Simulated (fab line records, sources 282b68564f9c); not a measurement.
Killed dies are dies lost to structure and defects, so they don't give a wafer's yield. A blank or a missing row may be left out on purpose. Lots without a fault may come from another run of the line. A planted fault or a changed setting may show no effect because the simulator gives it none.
Which tool did it? | flow rit_cmos | 13 lots, 39 wafers sampled, at 6 steps of a route of 202

WHAT THE GAUGES READ, wafer by wafer
RIT_NRETRO_OVL_MEAS_06. Usual: NRETRO_OVL 0.8 nm, standard deviation 1.3.
lot  | measured    | on         | NRETRO_OVL (nm) | flag
L668 | day 2 06:26 | overlay-02 | 1.3 -0.5 -1.6   |
L669 | day 2 10:08 | overlay-02 | 0.5 0.6 1.3     |
L670 | day 2 14:41 | overlay-02 | -2.5 -0.2 -0.3  |
L671 | day 2 21:23 | overlay-01 | 2.7 2.8 0.6     |
L672 | day 3 01:44 | overlay-02 | 2.7 -1.6 0.0    |
L674 | day 3 11:54 | overlay-02 | 1.2 0.7 1.5     |
L676 | day 3 21:41 | overlay-01 | 0.3 2.3 -0.3    |
L677 | day 4 02:02 | overlay-01 | 1.3 -1.2 -0.2   |
L680 | day 4 17:55 | overlay-02 | 1.4 2.1 1.8     |
L681 | day 4 22:31 | overlay-02 | 1.6 -0.3 2.0    |
L682 | day 5 03:44 | overlay-01 | 1.5 1.3 1.5     |
L684 | day 5 13:43 | overlay-02 | 2.3 1.9 0.9     |
L691 | day 7 00:49 | overlay-02 | 1.0 -0.9 0.6    |

RIT_SPACER_THK_MEAS_04. Usual: SPACER_NITRIDE_THK 249.4 nm, standard deviation 2.8.
lot  | measured    | on            | SPACER_NITRIDE_THK (nm) | flag
L668 | day 2 23:45 | film_metro-01 | 251.5 251.9 251.0       |
L669 | day 3 03:06 | film_metro-02 | 247.1 246.8 248.2       |
L670 | day 3 08:47 | film_metro-04 | 250.8 251.9 251.9       |
L671 | day 3 14:45 | film_metro-02 | 251.4 247.6 251.1       |
L672 | day 3 17:54 | film_metro-04 | 253.4 253.2 255.9       |
L674 | day 4 06:02 | film_metro-04 | 251.6 251.1 254.0       |
L676 | day 4 14:59 | film_metro-02 | 252.7 253.7 250.8       |
L677 | day 4 18:59 | film_metro-02 | 249.6 247.6 248.8       |
L680 | day 5 11:23 | film_metro-01 | 251.4 249.1 252.6       |
L681 | day 5 15:58 | film_metro-01 | 242.2 248.2 246.1       |
L682 | day 5 20:30 | film_metro-02 | 247.2 248.5 249.0       |
L684 | day 6 08:17 | film_metro-04 | 246.6 247.9 246.2       |
L691 | day 7 16:31 | film_metro-02 | 212.8 215.0 214.6       | OFF

RIT_M1_OVL_MEAS_10. Usual: M1_OVL 0.2 nm, standard deviation 1.7.
lot  | measured    | on         | M1_OVL (nm)    | flag
L668 | day 3 08:52 | overlay-02 | 1.3 0.6 0.2    |
L669 | day 3 11:44 | overlay-02 | 0.2 0.3 0.6    |
L670 | day 3 17:08 | overlay-02 | -1.3 0.7 1.0   |
L671 | day 3 23:11 | overlay-02 | -3.2 -1.7 -1.4 |
L672 | day 4 02:37 | overlay-02 | -0.9 0.6 -1.2  |
L674 | day 4 14:49 | overlay-02 | -1.6 -0.3 -0.6 |
L676 | day 4 23:51 | overlay-01 | -2.4 1.8 1.5   |
L677 | day 5 03:34 | overlay-02 | -0.9 -0.9 -1.8 |
L680 | day 5 19:40 | overlay-01 | 0.6 0.8 -0.3   |
L681 | day 6 00:28 | overlay-01 | 2.3 1.5 1.4    |
L682 | day 6 05:15 | overlay-02 | -1.5 -0.4 -0.5 |
L684 | day 6 16:51 | overlay-02 | 1.0 1.4 1.9    |
L691 | day 8 00:55 | overlay-01 | 1.1 0.9 0.4    |

WHICH TOOL RAN EACH LOT (tool, then ch and the chambers of the sampled wafers, then the start)
lot  | RIT_SPACER_CVD_03          | RIT_SPACER_ETCHBACK_05            | RIT_CONTACT_ETCH_11
L668 | lpcvd-01 ch 1, day 2 21:49 | rie_diel-04 ch 1,2, day 2 23:47   | rie_diel-02 ch 0,1, day 3 06:24
L669 | lpcvd-01 ch 0, day 3 01:10 | rie_diel-03 ch 1,2,3, day 3 03:09 | rie_diel-02 ch 0,1,3, day 3 09:17
L670 | lpcvd-02 ch 0, day 3 05:55 | rie_diel-01 ch 1,2,3, day 3 08:50 | rie_diel-01 ch 0,2,3, day 3 14:50
L671 | lpcvd-01 ch 0, day 3 12:48 | rie_diel-03 ch 0,1,2, day 3 14:51 | rie_diel-03 ch 0,1,2, day 3 20:49
L672 | lpcvd-01 ch 0, day 3 15:58 | rie_diel-04 ch 0,1,2, day 3 17:56 | rie_diel-02 ch 0,3, day 4 00:00
L674 | lpcvd-02 ch 0, day 4 03:10 | rie_diel-03 ch 0,2,3, day 4 06:06 | rie_diel-03 ch 0,1,3, day 4 12:22
L676 | lpcvd-01 ch 1, day 4 13:04 | rie_diel-04 ch 0,1,2, day 4 15:02 | rie_diel-01 ch 1,2,3, day 4 21:19
L677 | lpcvd-01 ch 0, day 4 17:04 | rie_diel-03 ch 0,1,3, day 4 19:02 | rie_diel-02 ch 0,1,2, day 5 01:08
L680 | lpcvd-02 ch 1, day 5 08:29 | rie_diel-01 ch 0,2,3, day 5 11:26 | rie_diel-01 ch 0,1,2, day 5 17:14
L681 | lpcvd-01 ch 1, day 5 14:04 | rie_diel-03 ch 1,2,3, day 5 16:02 | rie_diel-03 ch 0,2,3, day 5 21:58
L682 | lpcvd-01 ch 1, day 5 18:34 | rie_diel-04 ch 1,2, day 5 20:33   | rie_diel-02 ch 0,2,3, day 6 02:44
L684 | lpcvd-02 ch 1, day 6 06:21 | rie_diel-03 ch 0,2,3, day 6 08:20 | rie_diel-02 ch 1,2,3, day 6 14:24
L691 | lpcvd-02 ch 1, day 7 14:34 | rie_diel-03 ch 1,2,3, day 7 16:33 | rie_diel-03 ch 1,3, day 7 22:36
- RIT_SPACER_CVD_03: deposits Si3N4 from SiH2Cl2/NH3, target thk 250 nm, time 3300 s.
- RIT_SPACER_ETCHBACK_05: etches Si3N4 in SF6/CHF3, stops on SiO2, target depth 250 nm, time 240 s.
- RIT_CONTACT_ETCH_11: etches SiO2 in CHF3/CF4/Ar, stops on TiSi2, target depth 480 nm, time 320 s.

WHAT THE TOOLS THEMSELVES READ (means of the sampled wafers that have a number; where no wafer has one, the mark that the record gives instead)
RIT_SPACER_ETCHBACK_05. Usual: drypump_motor_current_A 5.5 A, standard deviation 0.43; oes_product_au 0.843 a.u., standard deviation 0.015; rf_fwd_power_W 249.2 W, standard deviation 0.81; throttle_valve_pct 10.20 %, standard deviation 0.15.
lot  | tool        | drypump_motor_current_A (A) | oes_product_au (a.u.) | rf_fwd_power_W (W) | throttle_valve_pct (%) | flag
L668 | rie_diel-04 | 5.6                         | 0.848                 | 249.0              | 10.31                  |
L669 | rie_diel-03 | 5.3                         | 0.833                 | 248.5              | 10.10                  |
L670 | rie_diel-01 | 5.4                         | 0.848                 | 249.0              | 10.34                  |
L671 | rie_diel-03 | 5.2                         | 0.845                 | 249.6              | 10.07                  |
L672 | rie_diel-04 | 5.8                         | 0.845                 | 249.4              | 10.22                  |
L674 | rie_diel-03 | 5.6                         | 0.857                 | 249.7              | 10.11                  |
L676 | rie_diel-04 | 5.8                         | 0.846                 | 249.5              | 10.21                  |
L677 | rie_diel-03 | 5.4                         | 0.836                 | 249.5              | 10.05                  |
L680 | rie_diel-01 | 5.0                         | 0.844                 | 249.6              | 10.37                  |
L681 | rie_diel-03 | 5.4                         | 0.833                 | 249.8              | 10.10                  |
L682 | rie_diel-04 | 5.6                         | 0.839                 | 249.8              | 10.30                  |
L684 | rie_diel-03 | 5.6                         | 0.844                 | 249.4              | 10.11                  |
L691 | rie_diel-03 | 5.3                         | 0.754                 | 249.1              | 10.06                  | OFF

RIT_CONTACT_ETCH_11. Usual: drypump_motor_current_A 5.5 A, standard deviation 0.43; oes_product_au 0.989 a.u., standard deviation 0.016; rf_fwd_power_W 199.6 W, standard deviation 0.6; throttle_valve_pct 8.85 %, standard deviation 0.13.
lot  | tool        | drypump_motor_current_A (A) | oes_product_au (a.u.) | rf_fwd_power_W (W) | throttle_valve_pct (%) | flag
L668 | rie_diel-02 | 5.7                         | 0.976                 | 199.5              | 8.91                   |
L669 | rie_diel-02 | 5.9                         | 0.982                 | 199.8              | 8.87                   |
L670 | rie_diel-01 | 5.0                         | 0.992                 | 199.6              | 8.96                   |
L671 | rie_diel-03 | 5.2                         | 0.993                 | 199.4              | 8.68                   |
L672 | rie_diel-02 | 5.9                         | 0.984                 | 199.8              | 8.84                   |
L674 | rie_diel-03 | 5.4                         | 0.990                 | 199.7              | 8.64                   |
L676 | rie_diel-01 | 5.4                         | 0.991                 | 200.1              | 8.94                   |
L677 | rie_diel-02 | 5.6                         | 0.990                 | 199.4              | 8.92                   |
L680 | rie_diel-01 | 5.3                         | 0.993                 | 199.7              | 8.94                   |
L681 | rie_diel-03 | 5.6                         | 0.999                 | 199.3              | 8.70                   |
L682 | rie_diel-02 | 5.8                         | 0.990                 | 199.5              | 8.87                   |
L684 | rie_diel-02 | 5.8                         | 0.986                 | 199.6              | 8.91                   |
L691 | rie_diel-03 | 5.6                         | 0.980                 | 200.2              | 8.70                   |

THE ANSWER, worked out from the rows above alone
Rule: a lot is off if the mean of its wafers that have a number lies more than 3 standard deviations from the usual mean. A lot without any number at a reading at which 4 lots or more have one is off too. The other lots that the step has rows for count as sound. The gauges are gone through in route order, then the tools' own readings, and for those a lot's mean is taken as printed above. The first step at which some lot is off is used, and at that step the reading that is off furthest; a lot without a number counts as furthest.
Off: L691, at RIT_SPACER_THK_MEAS_04 (SPACER_NITRIDE_THK).
A tool fits if, at a process step before that reading, it ran every lot that is off, and no sound lot after the first of them. The gauges at RIT_SPACER_THK_MEAS_04 aren't tried: what is off there is off at RIT_SPACER_ETCHBACK_05 too, on other tools, and a gauge's error can't cause that. One fits: lpcvd-02 at RIT_SPACER_CVD_03. Its last sound lot is L684 (day 6 06:21), its first lot that is off L691 (day 7 14:34): a fault that began between those two fits.

WHAT THE SIMULATOR HAD PUT IN
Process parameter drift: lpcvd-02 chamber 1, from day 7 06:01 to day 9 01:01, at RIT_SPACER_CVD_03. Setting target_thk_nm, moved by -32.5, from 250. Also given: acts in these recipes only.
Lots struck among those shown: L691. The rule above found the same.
